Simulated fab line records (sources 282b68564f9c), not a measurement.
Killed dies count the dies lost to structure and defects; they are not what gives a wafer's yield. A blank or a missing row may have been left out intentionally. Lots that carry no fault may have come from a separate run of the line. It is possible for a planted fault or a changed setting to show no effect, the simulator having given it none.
fab line records -- flow rit-cmos
record: lots: 6, wafers: 18, last-day: 8
route steps=202 shown PSD@149 SDANNEAL@153 NSD@158 PLDD@159 NLDD@160 SILICIDE@161 M1@202
lots untouched by any fault: they come from a run of this same line in which no faults occurred
start-h: hours from the record's opening day to when the first of the lot's shown wafers began -- wait-h: how many hours have passed since the lot's step before this one -- " repeats the value in the row above -- L1.1+2: one row covering several wafers at once -- - either no value or no given start -- * or withheld: withheld -- < > ~ a bound
route shown NAME@n: a module of which the file shows steps, and the number in the route of the first -- usual: mean/standard deviation taken from wafers without a fault -- same: alike in all rows -- chamber/n: place in a boat -- sites: readings site by site -- _std_site: their standard deviation -- _edge_site: the outer-site mean with the inner-site mean subtracted -- radius-mm: for every site, how far away it sits from the centre of the wafer -- mask NAME#n: copy n -- behind: the last tool/chamber to shape the wafer -- hold: the reason the lot was held/the length of the hold in hours/how it ended -- device: the n, p or np transistor that did not switch -- end of line: tests run on the same wafers once the route is complete -- a step with no rows: only its recipe -- killed: at the first sort, the dies lost to defects and structure; wafer yield is something else -- map: dies across one wafer; x = killed, . = not, _ = none there
set.NAME: the run value of the setting; set.NAME@STEP: its run value at that earlier step -- model.NAME: the simulator's own value behind a step, which no gauge read
a table for each step, a row for each wafer; lots at some steps of the route
services: from which hour (start-h, from the record's first day; less than 0 if before it) a tool's chamber was out of use, for how many hours, and why
== steps ==
step: RIT_PSD_HARDBAKE_07
recipe: resist: NOVOLAK, temp-c: 140, time-s: 60
step: RIT_PSD_IMPLANT_08
recipe: species: BF2, energy-kev: 27, dose-cm2: 5e+15, tilt-deg: 7
step: RIT_PSD_STRIP_09
recipe: chemistry: O2, time-s: 180, resist: NOVOLAK, platen-temp-c: withheld, power-w: 500, pressure-mtorr: 4000, o2-flow-sccm: 4000
usual: drypump-motor-current-A: 5.7/0.46
lot.wafer,tool,chamber,start-h,wait-h,drypump-motor-current-A,rf-hours-counter-h
L386.1,plasma-asher-04,1,71.17,0.1,6.1,42
L386.2,plasma-asher-04,0,71.17,0.1,5.4,42
L386.3,plasma-asher-04,1,71.17,0.1,6.1,-
L390.4,plasma-asher-03,1,90.24,0.1,5.0,-
L390.5,plasma-asher-03,0,90.24,0.1,6.3,-
L390.6,plasma-asher-03,1,90.24,0.1,5.0,-
L398.1,plasma-asher-03,0,135.56,0.1,6.2,34
L398.3,plasma-asher-03,1,135.56,0.1,5.0,-
L398.6,plasma-asher-03,1,135.56,0.1,5.0,-
L397.1,plasma-asher-04,0,136.02,0.1,5.4,48
L397.5,plasma-asher-04,0,136.02,0.1,5.4,-
L397.6,plasma-asher-04,1,136.02,0.1,6.1,-
L403.2,plasma-asher-03,0,172.08,0.1,6.3,38
L403.4,plasma-asher-03,1,172.08,0.1,5.0,-
L403.6,plasma-asher-03,1,172.08,0.1,5.0,-
L405.2,plasma-asher-01,0,184.67,0.1,5.4,7
L405.5,plasma-asher-01,0,184.67,0.1,5.4,-
L405.6,plasma-asher-01,1,184.67,0.1,5.9,-
step: RIT_PSD_TW_MEAS_10
usual: PSD_TW: 3444/21
lot.wafer,tool,chamber,start-h,wait-h,PSD_TW
L386.1,film-metro-02,-,71.34,0.1,3470
L386.2,film-metro-02,-,71.34,0.1,3456
L386.3,film-metro-02,-,71.34,0.1,3467
L390.4,film-metro-03,-,90.39,0.1,3476
L390.5,film-metro-03,-,90.39,0.1,3474
L390.6,film-metro-03,-,90.39,0.1,3485
L398.1,film-metro-01,-,135.73,0.1,3437
L398.3,film-metro-01,-,135.73,0.1,3438
L398.6,film-metro-01,-,135.73,0.1,3430
L397.1,film-metro-03,-,136.20,0.1,3447
L397.5,film-metro-03,-,136.20,0.1,3470
L397.6,film-metro-03,-,136.20,0.1,3451
L403.2,film-metro-03,-,172.27,0.1,3447
L403.4,film-metro-03,-,172.27,0.1,3450
L403.6,film-metro-03,-,172.27,0.1,3448
L405.2,film-metro-03,-,184.86,0.1,3466
L405.5,film-metro-03,-,184.86,0.1,3469
L405.6,film-metro-03,-,184.86,0.1,3463
step: RIT_SDANNEAL_CLEAN_00
recipe: chemistry: SC1, mix: 3:3:50, time-s: 600, temp-c: 75
step: RIT_SDANNEAL_CLEAN_01
recipe: chemistry: dHF, dilution: 50:1, time-s: 30
step: RIT_SDANNEAL_CLEAN_02
recipe: chemistry: SC2, mix: 3:3:50, time-s: 600, temp-c: 75, dry: n2-spin
step: RIT_SDANNEAL_RTA_03
recipe: temp-c: 1050, time-s: 5, idle-temp-c: 600, ramp-up-c-per-s: 342, ramp-down-c-per-s: 171, cool-to-c: 600, ambient: N2
usual: ramp-up-c-per-s: 342.00/0.065, wafer_temp_C_max: 1053.3/1
lot.wafer,tool,chamber,start-h,wait-h,ramp-up-c-per-s,wafer_temp_C_max
L386.1,rtp-anneal-01,0,71.77,0.0,341.94,1053.1
L386.2,rtp-anneal-01,0,71.77,0.0,341.95,1052.2
L386.3,rtp-anneal-01,0,71.77,0.0,341.96,1053.7
L390.4,rtp-anneal-01,0,90.82,0.0,341.92,1054.4
L390.5,rtp-anneal-01,0,90.82,0.0,341.93,1053.6
L390.6,rtp-anneal-01,0,90.82,0.0,342.13,1055.5
L398.1,rtp-anneal-02,0,136.17,0.0,341.99,1053.3
L398.3,rtp-anneal-02,0,136.17,0.0,342.05,1053.8
L398.6,rtp-anneal-02,0,136.17,0.0,342.03,1053.4
L397.1,rtp-anneal-01,0,136.66,0.0,341.90,1052.7
L397.5,rtp-anneal-01,0,136.66,0.0,342.06,1053.0
L397.6,rtp-anneal-01,0,136.66,0.0,342.00,1053.5
L403.2,rtp-anneal-02,0,172.71,0.0,341.97,1053.5
L403.4,rtp-anneal-02,0,172.71,0.0,342.01,1051.7
L403.6,rtp-anneal-02,0,172.71,0.0,341.91,1053.5
L405.2,rtp-anneal-01,0,185.31,0.0,342.05,1051.3
L405.5,rtp-anneal-01,0,185.31,0.0,341.93,1051.7
L405.6,rtp-anneal-01,0,185.31,0.0,342.00,1053.8
step: RIT_SDANNEAL_RS_MEAS_04
recipe: thk-meas-gauge: four-point-probe
usual: PSD_RS: 115.9/0.32
lot.wafer,tool,chamber,start-h,wait-h,PSD_RS[ohm/sq]
L386.1,film-metro-01,-,71.83,0.0,115.9
L386.2,film-metro-01,-,71.83,0.0,115.9
L386.3,film-metro-01,-,71.83,0.0,116.1
L390.4,film-metro-03,-,90.90,0.1,116.7
L390.5,film-metro-03,-,90.90,0.1,116.3
L390.6,film-metro-03,-,90.90,0.1,116.6
L398.1,film-metro-02,-,136.23,0.0,116.2
L398.3,film-metro-02,-,136.23,0.0,116.3
L398.6,film-metro-02,-,136.23,0.0,115.9
L397.1,film-metro-01,-,136.72,0.0,115.9
L397.5,film-metro-01,-,136.72,0.0,115.9
L397.6,film-metro-01,-,136.72,0.0,115.7
L403.2,film-metro-02,-,172.78,0.1,115.7
L403.4,film-metro-02,-,172.78,0.1,115.4
L403.6,film-metro-02,-,172.78,0.1,115.4
L405.2,film-metro-03,-,185.38,0.1,115.6
L405.5,film-metro-03,-,185.38,0.1,115.9
L405.6,film-metro-03,-,185.38,0.1,115.9
step: RIT_SDANNEAL_RS_MEAS_05
recipe: thk-meas-gauge: four-point-probe
usual: NSD_RS: 84.5/0.31
lot.wafer,tool,chamber,start-h,wait-h,NSD_RS[ohm/sq]
L386.1,film-metro-01,-,71.95,0.1,84.4
L386.2,film-metro-01,-,71.95,0.1,84.6
L386.3,film-metro-01,-,71.95,0.1,84.4
L390.4,film-metro-03,-,91.02,0.1,84.8
L390.5,film-metro-03,-,91.02,0.1,84.4
L390.6,film-metro-03,-,91.02,0.1,84.4
L398.1,film-metro-02,-,136.35,0.1,83.9
L398.3,film-metro-02,-,136.35,0.1,84.0
L398.6,film-metro-02,-,136.35,0.1,84.5
L397.1,film-metro-01,-,136.84,0.1,84.7
L397.5,film-metro-01,-,136.84,0.1,85.0
L397.6,film-metro-01,-,136.84,0.1,84.5
L403.2,film-metro-02,-,172.90,0.1,84.3
L403.4,film-metro-02,-,172.90,0.1,84.4
L403.6,film-metro-02,-,172.90,0.1,84.2
L405.2,film-metro-03,-,185.50,0.1,84.0
L405.5,film-metro-03,-,185.50,0.1,84.4
L405.6,film-metro-03,-,185.50,0.1,84.4
step: RIT_SDANNEAL_RS_MEAS_06
recipe: thk-meas-gauge: four-point-probe
usual: PLDD_RS: 178.6/0.54
lot.wafer,tool,chamber,start-h,wait-h,PLDD_RS[ohm/sq]
L386.1,film-metro-01,-,72.07,0.1,179.2
L386.2,film-metro-01,-,72.07,0.1,179.2
L386.3,film-metro-01,-,72.07,0.1,179.1
L390.4,film-metro-03,-,91.14,0.1,179.4
L390.5,film-metro-03,-,91.14,0.1,178.7
L390.6,film-metro-03,-,91.14,0.1,179.3
L398.1,film-metro-02,-,136.47,0.1,179.2
L398.3,film-metro-02,-,136.47,0.1,179.0
L398.6,film-metro-02,-,136.47,0.1,179.0
L397.1,film-metro-01,-,136.96,0.1,178.4
L397.5,film-metro-01,-,136.96,0.1,178.4
L397.6,film-metro-01,-,136.96,0.1,178.3
L403.2,film-metro-02,-,173.02,0.1,178.8
L403.4,film-metro-02,-,173.02,0.1,179.2
L403.6,film-metro-02,-,173.02,0.1,178.5
L405.2,film-metro-03,-,185.62,0.1,179.1
L405.5,film-metro-03,-,185.62,0.1,178.7
L405.6,film-metro-03,-,185.62,0.1,178.7
step: RIT_SDANNEAL_RS_MEAS_07
recipe: thk-meas-gauge: four-point-probe
usual: NLDD_RS: 151.6/0.54
lot.wafer,tool,chamber,start-h,wait-h,NLDD_RS[ohm/sq]
L386.1,film-metro-01,-,72.19,0.1,152.2
L386.2,film-metro-01,-,72.19,0.1,151.6
L386.3,film-metro-01,-,72.19,0.1,151.8
L390.4,film-metro-03,-,91.26,0.1,151.7
L390.5,film-metro-03,-,91.26,0.1,152.5
L390.6,film-metro-03,-,91.26,0.1,151.4
L398.1,film-metro-02,-,136.59,0.1,151.6
L398.3,film-metro-02,-,136.59,0.1,152.3
L398.6,film-metro-02,-,136.59,0.1,151.5
L397.1,film-metro-01,-,137.08,0.1,151.0
L397.5,film-metro-01,-,137.08,0.1,151.6
L397.6,film-metro-01,-,137.08,0.1,150.6
L403.2,film-metro-02,-,173.14,0.1,151.9
L403.4,film-metro-02,-,173.14,0.1,151.9
L403.6,film-metro-02,-,173.14,0.1,151.6
L405.2,film-metro-03,-,185.74,0.1,151.1
L405.5,film-metro-03,-,185.74,0.1,151.2
L405.6,film-metro-03,-,185.74,0.1,151.0
step: RIT_SILICIDE_WET_ETCH_00
recipe: chemistry: BOE, target: SiO2, target-depth-nm: 14, time-s: 15, dry: n2-spin, dilution: 10:1, temp-c: 21.5
usual: bath-heat-duty-pct: 1.7/0.4, run-length-s: 43.2/2
lot.wafer,tool,chamber,start-h,wait-h,bath-heat-duty-pct,run-length-s,model.SiO2_of_FOX2_OXIDATION_00.thk-nm
L386.1,wet-bench-03,1,72.31,0.1,1.8,41.7,150.1
L386.2,wet-bench-03,1,72.31,0.1,1.7,41.7,154.4
L386.3,wet-bench-03,1,72.31,0.1,1.5,41.7,150.7
L390.4,wet-bench-01,0,91.32,0.0,1.9,42.4,151.1
L390.5,wet-bench-01,0,91.32,0.0,1.4,42.4,150.5
L390.6,wet-bench-01,0,91.32,0.0,1.6,42.4,146.2
L398.1,wet-bench-01,0,136.71,0.1,-,-,161.6
L398.3,wet-bench-01,0,136.71,0.1,-,-,168.8
L398.6,wet-bench-01,0,136.71,0.1,-,-,165.1
L397.1,wet-bench-01,0,137.20,0.1,-,-,162.6
L397.5,wet-bench-01,0,137.20,0.1,-,-,159.2
L397.6,wet-bench-01,0,137.20,0.1,-,-,161.3
L403.2,wet-bench-01,1,173.24,0.1,1.4,47.0,149.4
L403.4,wet-bench-01,1,173.24,0.1,1.5,47.0,154.6
L403.6,wet-bench-01,1,173.24,0.1,1.7,47.0,153.4
L405.2,wet-bench-03,0,185.84,0.1,2.1,42.8,142
L405.5,wet-bench-03,0,185.84,0.1,1.9,42.8,139.9
L405.6,wet-bench-03,0,185.84,0.1,1.9,42.8,141.4
step: RIT_SILICIDE_SPUTTER_01
recipe: material: Ti, target-thk-nm: 30, power-w: 350, chamber-pressure-pa: 0.667, gas: Ar, time-s: 240, substrate-temp-c: 25
usual: throttle-valve-pct: 30.5/0.85
lot.wafer,tool,chamber,start-h,wait-h,throttle-valve-pct
L386.1,pvd-sputter-03,-,72.32,0.0,29.5
L386.2,pvd-sputter-03,-,72.32,0.0,29.5
L386.3,pvd-sputter-03,-,72.32,0.0,30.3
L390.4,pvd-sputter-03,-,91.34,0.0,29.7
L390.5,pvd-sputter-03,-,91.34,0.0,30.0
L390.6,pvd-sputter-03,-,91.34,0.0,31.2
L398.1,pvd-sputter-01,-,136.72,0.0,30.3
L398.3,pvd-sputter-01,-,136.72,0.0,28.8
L398.6,pvd-sputter-01,-,136.72,0.0,30.1
L397.1,pvd-sputter-03,-,137.21,0.0,29.6
L397.5,pvd-sputter-03,-,137.21,0.0,31.2
L397.6,pvd-sputter-03,-,137.21,0.0,29.7
L403.2,pvd-sputter-02,-,173.25,0.0,32.2
L403.4,pvd-sputter-02,-,173.25,0.0,31.2
L403.6,pvd-sputter-02,-,173.25,0.0,30.5
L405.2,pvd-sputter-03,-,185.85,0.0,31.1
L405.5,pvd-sputter-03,-,185.85,0.0,29.7
L405.6,pvd-sputter-03,-,185.85,0.0,31.1
step: RIT_M1_PROBE_99
usual: killed-at-contacts: 0.1/0.24, killed-at-front-end: 7/3.1, killed-dies: 7/3.1, killed-on-rim: 1.9/1.3, killed-open: 3.3/1.9, killed-short: 3.9/2.1
same: gross-dies: 264, killed_at_M0_to_M3: 0, killed_at_M4_up: 0, killed-at-back-side: 0, killed-at-other: 0
lot.wafer,tool,chamber,start-h,wait-h,hold,killed-at-contacts,killed-at-front-end,killed-dies,killed-on-rim,killed-open,killed-short
L386.1,prober-02,-,79.32,0.1,-,0,12,12,3,5,7
L386.2,prober-02,-,79.37,0.1,-,0,4,4,0,1,3
L386.3,prober-02,-,79.42,0.2,-,0,10,10,5,8,2
L390.4,prober-02,-,98.39,0.2,-,0,13,13,4,5,8
L390.5,prober-02,-,98.44,0.2,-,0,5,5,2,3,2
L390.6,prober-02,-,98.49,0.2,-,0,11,11,6,6,5
L398.1,prober-01,-,143.71,0.1,await-dispo/10.7h/scrap,0,264,264,70,6,2
L398.3,prober-01,-,143.81,0.2,await-dispo/10.7h/scrap,0,264,264,70,3,5
L398.6,prober-01,-,143.96,0.2,await-dispo/10.7h/scrap,0,264,264,70,5,4
L397.1,prober-02,-,145.22,0.1,await-dispo/2.8h/scrap,0,264,264,70,1,1
L397.5,prober-02,-,145.42,0.2,await-dispo/2.8h/scrap,0,264,264,70,2,6
L397.6,prober-02,-,145.47,0.2,await-dispo/2.8h/scrap,0,264,264,70,7,4
L403.2,prober-01,-,180.46,0.1,-,0,6,6,2,2,4
L403.4,prober-01,-,180.56,0.2,-,0,12,12,3,4,8
L403.6,prober-01,-,180.66,0.2,-,0,3,3,1,1,2
L405.2,prober-02,-,194.35,0.1,-,0,13,13,0,5,8
L405.5,prober-02,-,194.50,0.2,-,0,8,8,2,2,6
L405.6,prober-02,-,194.55,0.2,-,1,9,10,1,4,6
killed by level:class
L386.1 FOX1:geometric-particle:short=4 FOX1:geometric-particle:open=4 REOX:geometric-particle:short=2 REOX:geometric-particle:open=1 SILICIDE:geometric-particle:short=1
L386.2 FOX1:geometric-particle:short=2 FOX2:geometric-particle:open=1 REOX:geometric-particle:short=1
L386.3 GATE:geometric-particle:open=4 REOX:geometric-particle:short=2 FOX1:geometric-particle:open=1 FOX2:geometric-particle:open=1 REOX:geometric-particle:open=1 SILICIDE:geometric-particle:open=1
L390.4 GATE:geometric-particle:short=4 FOX1:geometric-particle:short=3 GATE:geometric-particle:open=2 FOX1:geometric-particle:open=1 SILICIDE:geometric-particle:open=1 REOX:geometric-particle:open=1 SILICIDE:geometric-particle:short=1
L390.5 SILICIDE:geometric-particle:open=2 GATE:geometric-particle:short=1 GATE:geometric-particle:open=1 SILICIDE:geometric-particle:short=1
L390.6 GATE:geometric-particle:open=4 GATE:geometric-particle:short=3 FOX2:geometric-particle:open=1 SPACER:geometric-particle:short=1 SILICIDE:geometric-particle:open=1 SILICIDE:geometric-particle:short=1
L398.1 SILICIDE:area-etch=256 REOX:geometric-particle:open=3 GATE:geometric-particle:open=2 GATE:geometric-particle:short=1 SPACER:geometric-particle:short=1 SILICIDE:geometric-particle:open=1
L398.3 SILICIDE:area-etch=256 SPACER:geometric-particle:short=2 SILICIDE:geometric-particle:short=2 FOX1:geometric-particle:open=1 GATE:geometric-particle:short=1 GATE:geometric-particle:open=1 REOX:geometric-particle:open=1
L398.6 SILICIDE:area-etch=255 GATE:geometric-particle:open=2 REOX:geometric-particle:open=2 REOX:geometric-particle:short=2 FOX1:geometric-particle:short=1 FOX2:geometric-particle:open=1 SPACER:geometric-particle:short=1
L397.1 SILICIDE:area-etch=262 GATE:geometric-particle:open=1 SILICIDE:geometric-particle:short=1
L397.5 SILICIDE:area-etch=256 REOX:geometric-particle:short=3 GATE:geometric-particle:open=2 SILICIDE:geometric-particle:short=2 GATE:geometric-particle:short=1
L397.6 SILICIDE:area-etch=253 FOX2:geometric-particle:open=2 SPACER:geometric-particle:short=2 SPACER:geometric-particle:open=2 SILICIDE:geometric-particle:open=2 FOX2:geometric-particle:short=1 REOX:geometric-particle:open=1 SILICIDE:geometric-particle:short=1
L403.2 SPACER:geometric-particle:short=3 FOX1:geometric-particle:short=1 GATE:geometric-particle:open=1 SPACER:geometric-particle:open=1
L403.4 GATE:geometric-particle:open=3 GATE:geometric-particle:short=3 SPACER:geometric-particle:short=3 FOX1:geometric-particle:open=1 REOX:geometric-particle:short=1 SILICIDE:geometric-particle:short=1
L403.6 GATE:geometric-particle:short=1 SILICIDE:geometric-particle:short=1 SILICIDE:geometric-particle:open=1
L405.2 GATE:geometric-particle:short=3 REOX:geometric-particle:short=2 SILICIDE:geometric-particle:open=2 SILICIDE:geometric-particle:short=2 FOX1:geometric-particle:open=1 FOX2:geometric-particle:open=1 FOX2:geometric-particle:short=1 GATE:geometric-particle:open=1
L405.5 GATE:geometric-particle:short=2 REOX:geometric-particle:short=2 SPACER:geometric-particle:short=2 SILICIDE:geometric-particle:open=1 REOX:geometric-particle:open=1
L405.6 REOX:geometric-particle:short=2 REOX:geometric-particle:open=2 SILICIDE:geometric-particle:short=2 GATE:geometric-particle:open=1 SPACER:geometric-particle:short=1 SPACER:geometric-particle:open=1 CONTACT:geometric-particle:short=1
map L397.1 (x killed, . not)
________xxxxxxx_______
_____xxxxxxxxxxxxx____
____xxxxxxxxxxxxxxx___
___xxxxxxxxxxxxxxxxx__
__xxxxxxxxxxxxxxxxxxx_
__xxxxxxxxxxxxxxxxxxx_
_xxxxxxxxxxxxxxxxxxxxx
_xxxxxxxxxxxxxxxxxxxxx
_xxxxxxxxxxxxxxxxxxxxx
_xxxxxxxxxxxxxxxxxxxxx
__xxxxxxxxxxxxxxxxxxx_
__xxxxxxxxxxxxxxxxxxx_
___xxxxxxxxxxxxxxxxx__
____xxxxxxxxxxxxxxx___
_____xxxxxxxxxxxxx____
________xxxxxxx_______
map L398.1 (x killed, . not)
________xxxxxxx_______
_____xxxxxxxxxxxxx____
____xxxxxxxxxxxxxxx___
___xxxxxxxxxxxxxxxxx__
__xxxxxxxxxxxxxxxxxxx_
__xxxxxxxxxxxxxxxxxxx_
_xxxxxxxxxxxxxxxxxxxxx
_xxxxxxxxxxxxxxxxxxxxx
_xxxxxxxxxxxxxxxxxxxxx
_xxxxxxxxxxxxxxxxxxxxx
__xxxxxxxxxxxxxxxxxxx_
__xxxxxxxxxxxxxxxxxxx_
___xxxxxxxxxxxxxxxxx__
____xxxxxxxxxxxxxxx___
_____xxxxxxxxxxxxx____
________xxxxxxx_______
== services ==
tool,chamber,start-h,hours,kind
plasma-asher-04,-,47.58,3.2,repair
pvd-sputter-02,-,93.61,4.8,repair
pvd-sputter-01,-,100.50,11.0,repair
wet-bench-01,-,108.21,1.2,repair
plasma-asher-01,-,108.75,9.0,pm
plasma-asher-01,0,108.75,9.0,vent-cycle
plasma-asher-01,1,108.75,9.0,vent-cycle
plasma-asher-03,-,112.93,2.7,repair
plasma-asher-04,-,116.94,2.9,repair
plasma-asher-01,0,117.75,-,clean
plasma-asher-01,1,117.75,-,clean
pvd-sputter-01,-,143.46,22.6,repair
plasma-asher-04,-,167.00,0.6,repair
pvd-sputter-01,-,171.89,13.3,repair
== key ==
first-sign: step: RIT_SILICIDE_WET_ETCH_00, reading: tool-record, direction: missing
effect: step: RIT_M1_PROBE_99, reading: killed-at-front-end, direction: up, sigmas: 84, usual: 7, struck: 264
model-effect: step: RIT_SILICIDE_WET_ETCH_00, value: SiO2_of_FOX2_OXIDATION_00.thk-nm, without: 147.7, struck: 163.1
more-kills-born-at: RIT_SILICIDE_WET_ETCH_00@wet-bench-01: 1538
met-at RIT_SILICIDE_WET_ETCH_00
struck-wafers L397.1,L397.5,L397.6,L398.1,L398.3,L398.6
later-rows-left-out L397.1,L397.5,L397.6,L398.1,L398.3,L398.6
tester-left-out L397,L398
onset-between 91.32 136.71
fault: kind: skipped-step-whole, tool: wet-bench-01, chamber: -, onset-h: 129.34, steps: RIT_SILICIDE_WET_ETCH_00, scope: struck-lots-only
tester-left-out: of these lots the tester's yield and bins aren't shown, on N5 and GAA mostly nor the transistor test; their killed dies are dies lost to structure and defects alone, not to doping, threshold or leakage, so they don't give the yield
later-rows-left-out: the simulator's readings of these wafers behind a module that went badly wrong aren't trusted and aren't shown, but for the sort
